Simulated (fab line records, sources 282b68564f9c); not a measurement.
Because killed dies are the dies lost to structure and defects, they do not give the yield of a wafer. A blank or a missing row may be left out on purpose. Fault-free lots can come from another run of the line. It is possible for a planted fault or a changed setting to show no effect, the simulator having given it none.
Check for tools in common || flow ritCmos || 15 lots, 45 wafers sampled

== WHY THIS WAS OPENED ==
3 of 15 lots carry a flag on the reading FOX1_OXIDE_THK at RIT_FOX1_THK_MEAS_01. No-fault wafers: 350 nm, standard deviation 7.1.
Rule: flag the lot when none of its wafers has a number, or when each of its wafers that has one lies beyond 4 standard deviations from that mean. The other lots count as sound.

{"lot": "L983", "measured": "day 1 19:32", "on": "filmMetro-01", "FOX1_OXIDE_THK (nm), wafer by wafer": "348 345 341", "flag": ""}
{"lot": "L984", "measured": "day 2 01:19", "on": "filmMetro-04", "FOX1_OXIDE_THK (nm), wafer by wafer": "370 361 369", "flag": ""}
{"lot": "L985", "measured": "day 2 06:10", "on": "filmMetro-04", "FOX1_OXIDE_THK (nm), wafer by wafer": "356 357 360", "flag": ""}
{"lot": "L986", "measured": "day 2 09:25", "on": "filmMetro-01", "FOX1_OXIDE_THK (nm), wafer by wafer": "357 354 349", "flag": ""}
{"lot": "L987", "measured": "day 2 13:22", "on": "filmMetro-01", "FOX1_OXIDE_THK (nm), wafer by wafer": "358 351 355", "flag": ""}
{"lot": "L988", "measured": "day 2 19:22", "on": "filmMetro-01", "FOX1_OXIDE_THK (nm), wafer by wafer": "391 388 392", "flag": "FLAGGED"}
{"lot": "L989", "measured": "day 2 23:05", "on": "filmMetro-04", "FOX1_OXIDE_THK (nm), wafer by wafer": "393 385 398", "flag": "FLAGGED"}
{"lot": "L991", "measured": "day 3 12:18", "on": "filmMetro-04", "FOX1_OXIDE_THK (nm), wafer by wafer": "384 381 389", "flag": "FLAGGED"}
{"lot": "L993", "measured": "day 3 21:20", "on": "filmMetro-03", "FOX1_OXIDE_THK (nm), wafer by wafer": "352 348 349", "flag": ""}
{"lot": "L992", "measured": "day 3 21:22", "on": "filmMetro-04", "FOX1_OXIDE_THK (nm), wafer by wafer": "348 341 342", "flag": ""}
{"lot": "L994", "measured": "day 4 05:50", "on": "filmMetro-01", "FOX1_OXIDE_THK (nm), wafer by wafer": "347 354 349", "flag": ""}
{"lot": "L999", "measured": "day 5 01:23", "on": "filmMetro-01", "FOX1_OXIDE_THK (nm), wafer by wafer": "348 345 347", "flag": ""}
{"lot": "L101", "measured": "day 5 12:43", "on": "filmMetro-03", "FOX1_OXIDE_THK (nm), wafer by wafer": "344 348 350", "flag": ""}
{"lot": "L104", "measured": "day 6 03:26", "on": "filmMetro-03", "FOX1_OXIDE_THK (nm), wafer by wafer": "343 342 349", "flag": ""}
{"lot": "L105", "measured": "day 6 09:16", "on": "filmMetro-01", "FOX1_OXIDE_THK (nm), wafer by wafer": "357 354 355", "flag": ""}
On average the flagged lots' numbers are 389 nm, which is +39 nm against the usual, or +5 standard deviations.

== LOT BY LOT: THE TOOL USED ==
The record keeps 1 process step preceding the reading, out of 202 steps on the route. Read each cell as the tool, then ch plus the chambers that the sampled wafers visited, then the start.
{"lot": "L983", "flag": "", "RIT_FOX1_OXIDATION_00": "furnace-03 ch 0, day 1 18:12"}
{"lot": "L984", "flag": "", "RIT_FOX1_OXIDATION_00": "furnace-01 ch 0, day 1 23:59"}
{"lot": "L985", "flag": "", "RIT_FOX1_OXIDATION_00": "furnace-04 ch 0, day 2 04:52"}
{"lot": "L986", "flag": "", "RIT_FOX1_OXIDATION_00": "furnace-04 ch 0, day 2 08:07"}
{"lot": "L987", "flag": "", "RIT_FOX1_OXIDATION_00": "furnace-04 ch 0, day 2 12:04"}
{"lot": "L988", "flag": "FLAGGED", "RIT_FOX1_OXIDATION_00": "furnace-04 ch 0, day 2 18:03"}
{"lot": "L989", "flag": "FLAGGED", "RIT_FOX1_OXIDATION_00": "furnace-04 ch 0, day 2 21:46"}
{"lot": "L991", "flag": "FLAGGED", "RIT_FOX1_OXIDATION_00": "furnace-04 ch 0, day 3 10:58"}
{"lot": "L993", "flag": "", "RIT_FOX1_OXIDATION_00": "furnace-03 ch 0, day 3 20:01"}
{"lot": "L992", "flag": "", "RIT_FOX1_OXIDATION_00": "furnace-03 ch 0, day 3 20:01"}
{"lot": "L994", "flag": "", "RIT_FOX1_OXIDATION_00": "furnace-01 ch 0, day 4 04:31"}
{"lot": "L999", "flag": "", "RIT_FOX1_OXIDATION_00": "furnace-01 ch 0, day 5 00:04"}
{"lot": "L101", "flag": "", "RIT_FOX1_OXIDATION_00": "furnace-01 ch 0, day 5 11:24"}
{"lot": "L104", "flag": "", "RIT_FOX1_OXIDATION_00": "furnace-03 ch 0, day 6 02:08"}
{"lot": "L105", "flag": "", "RIT_FOX1_OXIDATION_00": "furnace-03 ch 0, day 6 07:57"}
What these steps do:
- RIT_FOX1_OXIDATION_00: target thk 350.7 nm, ox time 1130 s.
- RIT_FOX1_THK_MEAS_01

== FLAGGED AGAINST TOTAL, ONE TOOL AT A TIME (gauges that did the reading follow at the end) ==
{"step": "RIT_FOX1_OXIDATION_00", "tool": "furnace-01", "lots run": 4, "flagged": 0, "share of the flagged lots": "none", "sound lots run after its first flagged lot": "-"}
{"step": "RIT_FOX1_OXIDATION_00", "tool": "furnace-03", "lots run": 5, "flagged": 0, "share of the flagged lots": "none", "sound lots run after its first flagged lot": "-"}
{"step": "RIT_FOX1_OXIDATION_00", "tool": "furnace-04", "lots run": 6, "flagged": 3, "share of the flagged lots": "all", "sound lots run after its first flagged lot": 0}
{"step": "RIT_FOX1_THK_MEAS_01", "tool": "filmMetro-01", "lots run": 7, "flagged": 1, "share of the flagged lots": "some", "sound lots run after its first flagged lot": "3 (L994,L999,L105)"}
{"step": "RIT_FOX1_THK_MEAS_01", "tool": "filmMetro-03", "lots run": 3, "flagged": 0, "share of the flagged lots": "none", "sound lots run after its first flagged lot": "-"}
{"step": "RIT_FOX1_THK_MEAS_01", "tool": "filmMetro-04", "lots run": 5, "flagged": 2, "share of the flagged lots": "some", "sound lots run after its first flagged lot": "1 (L992)"}

== WHAT IS ALLOWED BY THE TABLE ==
1 row of the table ran every flagged lot: furnace-04 at RIT_FOX1_OXIDATION_00.
- furnace-04 at RIT_FOX1_OXIDATION_00 ran 6 lots, 3 of them flagged. Its last sound lot is L987 (day 2 12:04), its first flagged lot L988 (day 2 18:03): a fault that began between those two fits.
furnace-04 at RIT_FOX1_OXIDATION_00 is the single tool remaining.

== WHAT THE SIMULATOR HAD INSERTED ==
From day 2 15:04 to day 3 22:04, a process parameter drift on furnace-04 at RIT_FOX1_OXIDATION_00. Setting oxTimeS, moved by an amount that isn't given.
Lots struck among those shown: L988, L989, L991. The same result came from the rule above.
